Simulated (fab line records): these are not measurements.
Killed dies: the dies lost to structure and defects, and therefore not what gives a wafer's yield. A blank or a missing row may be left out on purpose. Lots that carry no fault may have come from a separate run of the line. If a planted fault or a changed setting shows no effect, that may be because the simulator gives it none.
Which of the tools did it? :: flow berkeley-cmos170 :: 21 wafers from 7 lots sampled at 3 of the route's 331 steps

## WHAT THE GAUGES SHOWED, per wafer
UCB170_V1_CD_MEAS_90: target cd 700 nm.
lot: L686
measured: day 8 16:22
on: cd-sem-02
cd-nm (nm): 699.6 700.7 700.2

lot: L690
measured: day 9 05:16
on: cd-sem-01
cd-nm (nm): 696.3 695.8 696.9

lot: L694
measured: day 10 07:16
on: cd-sem-02
cd-nm (nm): 712.1 699.9 711.0

lot: L699
measured: day 11 01:14
on: cd-sem-02
cd-nm (nm): 699.4 701.2 698.5

lot: L703
measured: day 12 10:31
on: cd-sem-02
cd-nm (nm): 701.8 702.7 701.1

lot: L708
measured: day 12 22:37
on: cd-sem-01
cd-nm (nm): 700.8 701.3 701.7

lot: L705
measured: day 13 00:20
on: cd-sem-02
cd-nm (nm): 700.4 699.6 700.3

## TOOL THAT RAN EACH LOT (tool first, then ch and the chambers of the sampled wafers, then the start)
lot: L686
UCB170_V1_ETCH_14: rie-diel-02 ch 0,1,2, day 8 16:04
UCB170_V1_STRIP_15: plasma-asher-04 ch 0,1, day 8 16:14

lot: L690
UCB170_V1_ETCH_14: rie-diel-01 ch 0,1,3, day 9 04:58
UCB170_V1_STRIP_15: plasma-asher-02 ch 0,1, day 9 05:08

lot: L694
UCB170_V1_ETCH_14: rie-diel-04 ch 2,3, day 10 06:59
UCB170_V1_STRIP_15: plasma-asher-01 ch 0,1, day 10 07:10

lot: L699
UCB170_V1_ETCH_14: rie-diel-02 ch 1,3, day 11 00:58
UCB170_V1_STRIP_15: plasma-asher-01 ch 0,1, day 11 01:08

lot: L703
UCB170_V1_ETCH_14: rie-diel-02 ch 2,3, day 12 10:14
UCB170_V1_STRIP_15: plasma-asher-01 ch 0,1, day 12 10:25

lot: L708
UCB170_V1_ETCH_14: rie-diel-01 ch 0,3, day 12 22:17
UCB170_V1_STRIP_15: plasma-asher-04 ch 0,1, day 12 22:30

lot: L705
UCB170_V1_ETCH_14: rie-diel-04 ch 1,2,3, day 13 00:02
UCB170_V1_STRIP_15: plasma-asher-04 ch 0,1, day 13 00:13
- UCB170_V1_ETCH_14: etches SiO2 in CHF3/CF4/Ar, stops on Al, target depth 1250 nm, time 291 s.
- UCB170_V1_STRIP_15: strips in O2.

## THE ANSWER, worked out from the rows above alone
Rule: the lots themselves supply what counts as usual. Put in order of their means at a reading, lots are off if they are a third of the lots or fewer, leave a main group of 4 or more, and stand apart from it by a gap of 3 or more times the standard deviation of the main group's means; of several such gaps the widest counts. The tables above print the reading to a certain number of digits; a main group whose means all agree to those digits is not used. Also off: a lot with no number at a reading for which 4 or more lots have one. All remaining lots with rows at the step are treated as sound.
Off at UCB170_V1_CD_MEAS_90 (cd-nm): L694. Mean 699.9 nm and standard deviation 1.8 in the main group.
A tool fits if, at a process step before that reading, it ran every lot that is off, and no sound lot after the first of them. Those tools and the gauges at UCB170_V1_CD_MEAS_90 are tried in the same way. No candidate that was tried fits.

## WHAT THE SIMULATOR PUT IN
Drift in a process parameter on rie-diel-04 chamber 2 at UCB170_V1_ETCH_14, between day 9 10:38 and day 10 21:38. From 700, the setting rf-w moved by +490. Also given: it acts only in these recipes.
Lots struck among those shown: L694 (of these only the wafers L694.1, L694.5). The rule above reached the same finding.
